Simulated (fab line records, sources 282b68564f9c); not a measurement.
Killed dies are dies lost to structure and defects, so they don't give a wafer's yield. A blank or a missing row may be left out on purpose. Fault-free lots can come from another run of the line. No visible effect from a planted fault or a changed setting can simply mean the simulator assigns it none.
Comparing a struck lot with a sound one + flow rit-cmos + 18 out of 202 route steps
Sound: wafers L376.1, L376.2, L376.3. Wafers L377.2, L377.4, L377.6 were the ones struck. At the end, the cause is stated.
Each step with rows lists, per side, the tool, then ch with its chambers, then its first start. Under that, the readings that differ: sound wafers + struck wafers + difference of the means + sigmas: that difference in standard deviations of wafers without a fault.
alike: readings with means less than 2 such deviations apart, plus words and numbers identical on both sides. not compared: withheld readings, readings lacking a value on some wafer, bounds such as >300 that could conceal the same value, and numbers that have no deviation in the record and whose values overlap.
The two part at a step that has a row with sigmas, a row that says differs or no value, or rows on one side only. Numbers that don't overlap but have no deviation are shown without sigmas and don't part them. A reading missing from all wafers of one side parts the sides only when that side holds two or more wafers.

first, 2 steps without rows for these wafers: RIT_PLDD_HARDBAKE_07 (time 60 s); RIT_PLDD_IMPLANT_08.
RIT_PLDD_STRIP_09: strips in O2, time 180 s.
  sound on plasma-asher-03 ch 0,1, day 6 15:05; struck on plasma-asher-03 ch 1, day 7 00:08
  alike: drypump-motor-current-A
  not compared: rf-hours-counter-h
RIT_PLDD_TW_MEAS_10:
  sound: film-metro-03 at day 6 15:16; struck: film-metro-03 at day 7 00:19
  alike: PLDD_TW
then, 4 steps without rows for these wafers: RIT_SPACER_CLEAN_00 (cleans in SC1, time 600 s); RIT_SPACER_CLEAN_01 (cleans in dHF, time 30 s); RIT_SPACER_CLEAN_02 (cleans in SC2, time 600 s); RIT_SPACER_CVD_03 (deposits Si3N4 from SiH2Cl2/NH3, target thk 250 nm, time 3300 s).
RIT_SPACER_THK_MEAS_04:
  sound: film-metro-02 at day 6 17:38; struck: film-metro-01 at day 7 02:41
  alike: SPACER_NITRIDE_THK
RIT_SPACER_ETCHBACK_05: etches Si3N4 in SF6/CHF3, stops on SiO2, target depth 250 nm, time 240 s.
  sound on rie-diel-04 ch 0,1,2, day 6 17:41; struck on rie-diel-04 ch 0,1,3, day 7 02:44
  alike: drypump-motor-current-A, oes-product-au, throttle-valve-pct
  not compared: rf-hours-counter-h
then, 2 steps without rows for these wafers: RIT_NSD_HMDS_00 (prime time 60 s); RIT_NSD_COAT_01 (resist thk 1000 nm).
RIT_NSD_SOFTBAKE_02: time 60 s.
  sound on litho-track-04 ch 0, day 6 18:14; struck on litho-track-03 ch 0, day 7 03:13
| reading                  | sound             | struck            | difference | sigmas |
|--------------------------|-------------------|-------------------|------------|--------|
| heater-power-total-W (W) | 34.49 34.55 34.57 | 32.51 32.57 32.53 | -2.00      | -41    |
| plate-temp-C (C)         | 90.23 90.20 90.12 | 86.09 85.93 86.08 | -4.15      | -32    |
then, 2 steps without rows for these wafers: RIT_NSD_EXPOSE_03 (exposes mask M9, target cd 40700 nm); RIT_NSD_PEB_04.
RIT_NSD_DEVELOP_05: develop time 50 s.
  sound on litho-track-01 ch 0; struck on litho-track-03 ch 0
| reading                                  | sound           | struck         | difference | sigmas |
|------------------------------------------|-----------------|----------------|------------|--------|
| model.NOVOLAK_of_NSD_COAT_01.thk-nm (nm) | 996 998.4 998.4 | 1006 1008 1010 | +10        |        |
RIT_NSD_OVL_MEAS_06:
  sound: overlay-01 at day 6 18:57; struck: overlay-02 at day 7 03:44
  alike: NSD_OVL
RIT_M1_PROBE_99:
  rows exist in the record for the sound wafers here (prober-02, day 7 04:56), none for the struck ones

== WHERE THEY PART ==
Earliest at RIT_NSD_SOFTBAKE_02; latest, in this record, at RIT_M1_PROBE_99.

WHY: what had been put in by the simulator
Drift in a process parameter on litho-track-03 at RIT_NSD_SOFTBAKE_02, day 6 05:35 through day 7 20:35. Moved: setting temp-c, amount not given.
